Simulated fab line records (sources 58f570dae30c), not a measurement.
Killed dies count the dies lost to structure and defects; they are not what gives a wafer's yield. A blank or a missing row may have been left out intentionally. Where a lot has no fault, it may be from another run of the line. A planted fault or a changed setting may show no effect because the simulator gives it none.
Which tool did it? -- flow berkeleyCmos170 -- 7 lots with 21 wafers sampled at 3 steps, on a route of 331 steps

WHAT THE GAUGES SHOWED, per wafer
UCB170_V1_THK_MEAS_01.
lot,measured,on,V1_TEOS_THK (nm)
L963,day 7 12:32,filmMetro-04,1987 2003 2011
L967,day 7 22:06,filmMetro-04,1990 1977 2021
L966,day 7 22:06,filmMetro-02,2032 2029 2038
L969,day 8 12:37,filmMetro-02,1995 2001 2056
L972,day 8 19:59,filmMetro-02,1966 1952 2001
L981,day 11 00:15,filmMetro-03,1968 2013 1978
L984,day 11 12:47,filmMetro-03,1975 2004 2011

WHAT TOOL EACH LOT RAN ON (gives the tool, then ch and the chambers of the sampled wafers, and finally the start)
lot,UCB170_NSD_STRIP_09,UCB170_SDANNEAL_RTA_01
L963,"plasmaAsher-01 ch 0,1, day 7 00:29","rtpAnneal-01 ch 0, day 7 01:42"
L967,"plasmaAsher-01 ch 0,1, day 7 08:12","rtpAnneal-01 ch 0, day 7 11:36"
L966,"plasmaAsher-04 ch 0,1, day 7 09:05","rtpAnneal-01 ch 0, day 7 11:43"
L969,"plasmaAsher-04 ch 0,1, day 7 23:01","rtpAnneal-01 ch 0, day 8 00:44"
L972,"plasmaAsher-01 ch 0,1, day 8 05:04","rtpAnneal-01 ch 0, day 8 06:19"
L981,"plasmaAsher-02 ch 0,1, day 10 07:46","rtpAnneal-01 ch 0, day 10 09:18"
L984,"plasmaAsher-02 ch 0,1, day 10 18:51","rtpAnneal-01 ch 0, day 10 20:23"
- UCB170_NSD_STRIP_09: strips in O2.
- UCB170_SDANNEAL_RTA_01: time 5 s.

THE ANSWER, worked out from the rows above alone
Rule: the usual values come from the lots themselves. The widest of any qualifying gaps counts: lots, ordered by their means at a reading, are off when they make up no more than a third of the lots, leave a main group of 4 or more, and stand apart from it by 3 or more times the standard deviation of that group's means. A main group is skipped when, at the precision printed for the reading in the tables above, its means are all equal. Also off: a lot with no number at a reading for which 4 or more lots have one. Any other lot the step has rows for is counted as sound.
Across all readings shown, no lot is off: no conclusion can be drawn from this.

WHAT THE SIMULATOR HAD PUT IN
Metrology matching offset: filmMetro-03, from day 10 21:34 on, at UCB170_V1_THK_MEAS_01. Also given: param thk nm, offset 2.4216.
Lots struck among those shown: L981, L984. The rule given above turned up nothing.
